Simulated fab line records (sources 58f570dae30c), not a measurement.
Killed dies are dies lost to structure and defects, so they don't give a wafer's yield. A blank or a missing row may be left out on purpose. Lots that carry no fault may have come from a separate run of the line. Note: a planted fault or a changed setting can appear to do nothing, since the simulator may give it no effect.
fab line records ; flow berkeley_cmos170
record: lots: 14; wafers: 42; last_day: 13
route steps=331 shown BACKSIDE@200
lots that met no fault: taken from a fault-free run of the same line
start_h: hours from the record's opening day to when the first of the lot's shown wafers began ; wait_h: time in hours since the lot's previous step ; " repeats the value in the row above ; L1.1+2: one row covering several wafers at once ; - no value, or no start given ; * or withheld: withheld ; < > ~ a bound
route shown NAME@n: names a module that has steps shown in the file, with the first one's number in the route ; usual: the fault-free wafers' mean and standard deviation ; same: alike in all rows ; chamber/n: place in a boat ; sites: each site's reading ; _std_site: their standard deviation ; _edge_site: outer sites' mean less inner sites' ; radius_mm: for every site, how far away it sits from the centre of the wafer ; mask NAME#n: copy n ; behind: the tool/chamber that last shaped the wafer ; hold: the reason the lot was held/the length of the hold in hours/how it ended ; device: which transistor (n, p or np) failed to switch ; end of line: the tests these same wafers got at the end of their route ; a step given without rows: its recipe and nothing more ; killed: dies that structure and defects cost at the first sort, which is not the same as the wafer's yield ; map: per-die view of a wafer (x killed, . not killed, _ where there is no die)
set.NAME: the setting the step ran with; set.NAME@STEP: the setting that earlier step ran with ; model.NAME: the simulator's own value behind a step, which no gauge read
a sample of lots followed through the steps of the route, with each step as a table and each wafer as a row
services: from which hour (start_h, from the record's first day; less than 0 if before it) a tool's chamber was out of use, for how many hours, and why
== steps ==
step: UCB170_BACKSIDE_COAT_01
recipe: resist: KrF; spin_rpm: 1500; resist_thk_nm: 890.5
usual: dispense_pressure_kPa: 47.9/1.7; spin_speed_rpm: 1500.0/0.98
lot.wafer;tool;chamber;start_h;wait_h;dispense_pressure_kPa;spin_speed_rpm
L312.3;litho_track-03;0;181.95;0.1;45.3;1499.5
L312.4;litho_track-03;0;181.95;0.1;45.3;1498.0
L312.6;litho_track-03;0;181.95;0.1;45.3;1499.8
L313.1;litho_track-04;0;181.97;0.1;48.4;1500.2
L313.2;litho_track-04;0;181.97;0.1;48.4;1500.4
L313.3;litho_track-04;0;181.97;0.1;48.4;1500.9
L315.1;litho_track-04;0;191.88;0.1;48.4;1499.3
L315.3;litho_track-04;0;191.88;0.1;48.4;1499.1
L315.5;litho_track-04;0;191.88;0.1;48.4;1500.6
L317.2;litho_track-04;0;192.35;0.1;48.4;1500.5
L317.3;litho_track-04;0;192.35;0.1;48.4;1499.3
L317.5;litho_track-04;0;192.35;0.1;48.5;1500.4
L316.1;litho_track-01;0;192.58;0.1;49.2;1500.8
L316.2;litho_track-01;0;192.58;0.1;49.2;1500.9
L316.6;litho_track-01;0;192.58;0.1;49.2;1499.9
L318.2;litho_track-03;0;203.59;0.1;45.3;1501.1
L318.4;litho_track-03;0;203.59;0.1;45.3;1500.2
L318.6;litho_track-03;0;203.59;0.1;45.3;1499.5
L323.1;litho_track-03;0;232.79;0.1;45.3;1218.8
L323.5;litho_track-03;0;232.79;0.1;45.3;1220.7
L323.6;litho_track-03;0;232.79;0.1;45.3;1217.6
L327.1;litho_track-03;0;233.24;0.1;45.3;1219.4
L327.2;litho_track-03;0;233.24;0.1;45.3;1221.9
L327.5;litho_track-03;0;233.24;0.1;45.3;1218.8
L324.1;litho_track-01;0;233.28;0.1;49.2;1501.2
L324.4;litho_track-01;0;233.28;0.1;49.3;1500.5
L324.6;litho_track-01;0;233.28;0.1;49.2;1500.6
L329.1;litho_track-04;0;259.18;0.1;48.4;1500.3
L329.3;litho_track-04;0;259.18;0.1;48.5;1500.2
L329.5;litho_track-04;0;259.18;0.1;48.4;1498.5
L331.1;litho_track-01;0;271.40;0.1;49.2;1500.6
L331.2;litho_track-01;0;271.40;0.1;49.2;1499.2
L331.4;litho_track-01;0;271.40;0.1;49.3;1500.7
L334.4;litho_track-01;0;283.83;0.1;49.2;1500.3
L334.5;litho_track-01;0;283.83;0.1;49.3;1500.3
L334.6;litho_track-01;0;283.83;0.1;49.3;1500.1
L333.1;litho_track-01;0;284.93;0.1;49.3;1501.6
L333.2;litho_track-01;0;284.93;0.1;49.3;1500.5
L333.3;litho_track-01;0;284.93;0.1;49.2;1501.9
L335.2;litho_track-01;0;296.56;0.1;49.3;1499.7
L335.4;litho_track-01;0;296.56;0.1;49.2;1499.9
L335.6;litho_track-01;0;296.56;0.1;49.3;1500.1
step: UCB170_BACKSIDE_STRIP_03
recipe: chemistry: O2; power_w: 400; pressure_mtorr: 3500; platen_temp_c: withheld; o2_flow_sccm: 400; overash_fraction: 0.5
usual: drypump_motor_current_A: 5.80/0.25; o2_flow_sccm: 399.9/1.1; oes_product_au: 0.734/0.0048; strip_time_to_endpoint_s: 21.76/0.071
lot.wafer;tool;chamber;start_h;wait_h;drypump_motor_current_A;o2_flow_sccm;oes_product_au;rf_hours_counter_h;strip_time_to_endpoint_s
L312.3;plasma_asher-03;0;182.23;0.1;5.79;398.7;0.726;-;21.77
L312.4;plasma_asher-03;1;182.23;0.1;5.56;400.8;0.737;-;21.76
L312.6;plasma_asher-03;1;182.23;0.1;5.54;401.7;0.735;-;21.75
L313.1;plasma_asher-01;0;182.27;0.1;5.96;400.2;0.732;7;21.71
L313.2;plasma_asher-01;1;182.27;0.1;5.55;399.4;0.728;7;21.63
L313.3;plasma_asher-01;0;182.27;0.1;6.00;400.7;0.741;-;21.64
L315.1;plasma_asher-03;1;192.25;0.2;5.57;401.1;0.736;48;21.74
L315.3;plasma_asher-03;1;192.25;0.2;5.56;400.9;0.729;-;21.70
L315.5;plasma_asher-03;1;192.25;0.2;5.55;401.1;0.742;-;21.68
L317.2;plasma_asher-04;0;192.63;0.1;6.32;400.5;0.735;44;21.74
L317.3;plasma_asher-04;1;192.63;0.1;5.92;400.6;0.741;-;21.69
L317.5;plasma_asher-04;1;192.63;0.1;5.88;401.1;0.741;-;21.70
L316.1;plasma_asher-01;0;192.88;0.1;5.96;399.9;0.738;8;21.87
L316.2;plasma_asher-01;1;192.88;0.1;5.51;401.0;0.735;8;21.85
L316.6;plasma_asher-01;0;192.88;0.1;5.97;398.7;0.738;-;21.80
L318.2;plasma_asher-03;0;203.86;0.1;5.80;397.3;0.735;49;21.64
L318.4;plasma_asher-03;1;203.86;0.1;5.56;397.9;0.730;-;21.68
L318.6;plasma_asher-03;1;203.86;0.1;5.56;401.5;0.731;-;21.67
L323.1;plasma_asher-01;1;233.09;0.1;5.52;399.7;0.731;13;24.03
L323.5;plasma_asher-01;1;233.09;0.1;5.49;400.0;0.729;-;24.08
L323.6;plasma_asher-01;0;233.09;0.1;6.00;401.4;0.742;-;24.15
L327.1;plasma_asher-01;0;233.54;0.1;5.98;399.3;0.735;13;24.03
L327.2;plasma_asher-01;1;233.54;0.1;5.53;398.6;0.733;13;24.00
L327.5;plasma_asher-01;1;233.54;0.1;5.54;399.2;0.731;-;23.99
L324.1;plasma_asher-04;1;233.58;0.1;5.87;401.1;0.731;49;21.89
L324.4;plasma_asher-04;0;233.58;0.1;6.32;401.1;0.738;-;21.81
L324.6;plasma_asher-04;0;233.58;0.1;6.35;401.7;0.737;-;21.86
L329.1;plasma_asher-03;0;259.48;0.1;5.78;399.6;0.741;56;21.87
L329.3;plasma_asher-03;1;259.48;0.1;5.54;398.5;0.732;-;21.81
L329.5;plasma_asher-03;1;259.48;0.1;5.55;400.9;0.740;-;21.84
L331.1;plasma_asher-01;1;271.70;0.1;5.53;398.8;0.724;17;21.85
L331.2;plasma_asher-01;0;271.70;0.1;5.97;399.8;0.742;17;21.79
L331.4;plasma_asher-01;1;271.70;0.1;5.53;397.4;0.731;-;21.85
L334.4;plasma_asher-01;0;284.08;0.1;5.96;400.0;0.733;-;21.79
L334.5;plasma_asher-01;1;284.08;0.1;5.52;399.5;0.742;-;21.81
L334.6;plasma_asher-01;0;284.08;0.1;6.00;399.2;0.734;-;21.72
L333.1;plasma_asher-01;1;285.23;0.1;5.54;400.8;0.733;19;21.87
L333.2;plasma_asher-01;0;285.23;0.1;5.97;399.0;0.731;19;21.82
L333.3;plasma_asher-01;1;285.23;0.1;5.52;402.3;0.732;-;21.87
L335.2;plasma_asher-03;1;296.83;0.1;5.56;399.4;0.738;61;21.80
L335.4;plasma_asher-03;0;296.83;0.1;5.83;399.7;0.733;-;21.78
L335.6;plasma_asher-03;0;296.83;0.1;5.82;401.7;0.731;-;21.80
== services ==
tool;chamber;start_h;hours;kind
plasma_asher-04;-;258.23;6.5;repair
== key ==
first_sign: step: UCB170_BACKSIDE_COAT_01; reading: spin_speed_rpm; direction: down; sigmas: 99+; usual: 1500.0; struck: 1219.5
effect: step: UCB170_BACKSIDE_STRIP_03; reading: strip_time_to_endpoint_s; direction: up; sigmas: 32; usual: *; struck: *
met_at UCB170_BACKSIDE_COAT_01
struck_lots L323,L327
tester_left_out L323,L327
onset_between 203.59 232.79
fault: kind: process_parameter_drift; tool: litho_track-03; chamber: -; onset_h: 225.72; steps: UCB170_BACKSIDE_COAT_01; channel: spin_rpm; offset: -280.72; shape: step; end_h: 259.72; acts_in: these_recipes_only; stated: 1500
tester_left_out: of these lots the tester's yield and bins aren't shown, on N5 and GAA mostly nor the transistor test; their killed dies are dies lost to structure and defects alone, not to doping, threshold or leakage, so they don't give the yield
